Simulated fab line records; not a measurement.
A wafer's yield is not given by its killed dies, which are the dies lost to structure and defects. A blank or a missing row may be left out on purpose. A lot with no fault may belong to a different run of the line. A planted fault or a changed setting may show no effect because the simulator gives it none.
What tool caused it? / flow rit-cmos / 14 lots, 42 wafers sampled, at 3 steps of a route of 202

== WHAT THE GAUGES SHOWED, per wafer ==
RIT_NLDD_TW_MEAS_10.
lot=L725; measured=day 2 18:02; on=film-metro-01; NLDD_TW=2487 2479 2474
lot=L727; measured=day 3 04:34; on=film-metro-03; NLDD_TW=2509 2504 2482
lot=L728; measured=day 3 09:06; on=film-metro-04; NLDD_TW=2523 2535 2518
lot=L729; measured=day 3 13:02; on=film-metro-01; NLDD_TW=2473 2472 2463
lot=L730; measured=day 3 19:31; on=film-metro-04; NLDD_TW=2517 2525 2534
lot=L731; measured=day 3 23:26; on=film-metro-03; NLDD_TW=2517 2507 2494
lot=L733; measured=day 4 10:43; on=film-metro-01; NLDD_TW=2484 2475 2495
lot=L734; measured=day 4 14:35; on=film-metro-01; NLDD_TW=2460 2464 2469
lot=L735; measured=day 4 20:09; on=film-metro-03; NLDD_TW=2509 2524 2517
lot=L740; measured=day 6 00:38; on=film-metro-01; NLDD_TW=2489 2485 2487
lot=L743; measured=day 6 11:22; on=film-metro-01; NLDD_TW=1917 1913 1912
lot=L744; measured=day 6 17:54; on=film-metro-04; NLDD_TW=2507 2508 2488
lot=L745; measured=day 7 02:26; on=film-metro-04; NLDD_TW=1938 1945 1954
lot=L747; measured=day 7 09:46; on=film-metro-04; NLDD_TW=2529 2518 2506

RIT_SDANNEAL_RS_MEAS_07: measures by four-point-probe.
lot=L725; measured=day 3 02:13; on=film-metro-01; NLDD_RS (ohm/sq)=151.7 152.3 151.4
lot=L727; measured=day 3 12:15; on=film-metro-01; NLDD_RS (ohm/sq)=151.7 151.8 152.2
lot=L728; measured=day 3 16:57; on=film-metro-03; NLDD_RS (ohm/sq)=151.5 151.9 152.1
lot=L729; measured=day 3 20:50; on=film-metro-03; NLDD_RS (ohm/sq)=151.3 151.0 151.7
lot=L730; measured=day 4 03:37; on=film-metro-03; NLDD_RS (ohm/sq)=152.0 151.9 151.8
lot=L731; measured=day 4 07:16; on=film-metro-01; NLDD_RS (ohm/sq)=151.7 151.6 151.8
lot=L733; measured=day 4 18:32; on=film-metro-01; NLDD_RS (ohm/sq)=151.6 151.2 151.4
lot=L734; measured=day 5 00:07; on=film-metro-01; NLDD_RS (ohm/sq)=152.2 152.3 152.6
lot=L735; measured=day 5 05:05; on=film-metro-01; NLDD_RS (ohm/sq)=151.4 151.5 152.1
lot=L740; measured=day 6 08:58; on=film-metro-03; NLDD_RS (ohm/sq)=150.9 150.9 151.0
lot=L743; measured=day 6 19:26; on=film-metro-01; NLDD_RS (ohm/sq)=302.0 305.3 306.9
lot=L744; measured=day 7 02:03; on=film-metro-04; NLDD_RS (ohm/sq)=152.0 151.6 152.2
lot=L745; measured=day 7 10:23; on=film-metro-03; NLDD_RS (ohm/sq)=301.8 302.3 302.6
lot=L747; measured=day 7 17:54; on=film-metro-03; NLDD_RS (ohm/sq)=151.8 151.7 151.3

== EACH LOT AND THE TOOL THAT RAN IT (in order: tool; ch and the chambers of the sampled wafers; start) ==
lot=L725; RIT_NLDD_IMPLANT_08=implanter-02 ch 0, day 2 17:44
lot=L727; RIT_NLDD_IMPLANT_08=implanter-04 ch 0, day 3 04:16
lot=L728; RIT_NLDD_IMPLANT_08=implanter-01 ch 0, day 3 08:46
lot=L729; RIT_NLDD_IMPLANT_08=implanter-02 ch 0, day 3 12:42
lot=L730; RIT_NLDD_IMPLANT_08=implanter-02 ch 0, day 3 19:11
lot=L731; RIT_NLDD_IMPLANT_08=implanter-04 ch 0, day 3 23:07
lot=L733; RIT_NLDD_IMPLANT_08=implanter-02 ch 0, day 4 10:25
lot=L734; RIT_NLDD_IMPLANT_08=implanter-02 ch 0, day 4 14:18
lot=L735; RIT_NLDD_IMPLANT_08=implanter-02 ch 0, day 4 19:50
lot=L740; RIT_NLDD_IMPLANT_08=implanter-01 ch 0, day 6 00:19
lot=L743; RIT_NLDD_IMPLANT_08=implanter-02 ch 0, day 6 11:02
lot=L744; RIT_NLDD_IMPLANT_08=implanter-01 ch 0, day 6 17:37
lot=L745; RIT_NLDD_IMPLANT_08=implanter-02 ch 0, day 7 02:10
lot=L747; RIT_NLDD_IMPLANT_08=implanter-04 ch 0, day 7 09:26
- RIT_NLDD_IMPLANT_08

== AS READ BY THE TOOLS THEMSELVES (means over the sampled wafers that have a number; for cases with no such wafer, the mark the record gives instead) ==
RIT_NLDD_IMPLANT_08.
lot=L725 tool=implanter-02 dose-ions-cm2=5e+14 faraday-current-uA=1567
lot=L727 tool=implanter-04 dose-ions-cm2=5e+14 faraday-current-uA=1588
lot=L728 tool=implanter-01 dose-ions-cm2=5e+14 faraday-current-uA=1545
lot=L729 tool=implanter-02 dose-ions-cm2=5e+14 faraday-current-uA=1564
lot=L730 tool=implanter-02 dose-ions-cm2=5e+14 faraday-current-uA=1574
lot=L731 tool=implanter-04 dose-ions-cm2=5e+14 faraday-current-uA=1552
lot=L733 tool=implanter-02 dose-ions-cm2=5e+14 faraday-current-uA=1595
lot=L734 tool=implanter-02 dose-ions-cm2=5e+14 faraday-current-uA=1575
lot=L735 tool=implanter-02 dose-ions-cm2=5e+14 faraday-current-uA=1589
lot=L740 tool=implanter-01 dose-ions-cm2=5e+14 faraday-current-uA=1576
lot=L743 tool=implanter-02 dose-ions-cm2=2e+14 faraday-current-uA=625
lot=L744 tool=implanter-01 dose-ions-cm2=5e+14 faraday-current-uA=1567
lot=L745 tool=implanter-02 dose-ions-cm2=2e+14 faraday-current-uA=628
lot=L747 tool=implanter-04 dose-ions-cm2=5e+14 faraday-current-uA=1570

== THE ANSWER, worked out from the rows above alone ==
Rule: what is usual is taken from the lots themselves. The widest of any qualifying gaps counts: lots, ordered by their means at a reading, are off when they make up no more than a third of the lots, leave a main group of 4 or more, and stand apart from it by 3 or more times the standard deviation of that group's means. A main group whose means are all the same, to the digits that the tables above print for the reading, isn't used. Also off: a lot with no number at a reading for which 4 or more lots have one. Where the step has rows for the other lots, those lots are counted as sound. After the gauges, taken in route order, come the tools' own readings; for these a lot's mean is taken, as printed above. The first step at which some lot is off is used, and at that step the reading that is off furthest; a lot without a number counts as furthest.
Off: at RIT_NLDD_TW_MEAS_10 (NLDD_TW), L743, L745. Mean 2498 and standard deviation 20 in the main group.
If a tool, at a process step before that reading, ran all the lots that are off and no sound lot after the first of them, it fits. Not tried: the gauges at RIT_NLDD_TW_MEAS_10; whatever is off there is also off at RIT_NLDD_IMPLANT_08, on other tools, and gauge error can't account for it. One fits: implanter-02 at RIT_NLDD_IMPLANT_08. A fault onset in the window from L735 (day 4 19:50, its last sound lot) to L743 (day 6 11:02, its first lot off) fits.
The tool's own readings at RIT_NLDD_IMPLANT_08 bear it out: on the lots that are off they differ by more than 5 times the standard deviation of the sound lots' means. dose-ions-cm2 reads 2e+14 there against 5e+14 on the sound lots; faraday-current-uA reads 626 there against 1572 on the sound lots.

== WHAT THE SIMULATOR PUT IN ==
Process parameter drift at RIT_NLDD_IMPLANT_08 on implanter-02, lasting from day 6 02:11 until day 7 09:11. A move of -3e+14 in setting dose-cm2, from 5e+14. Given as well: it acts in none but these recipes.
Lots struck among those shown: L743, L745. This agrees with what the rule above found.
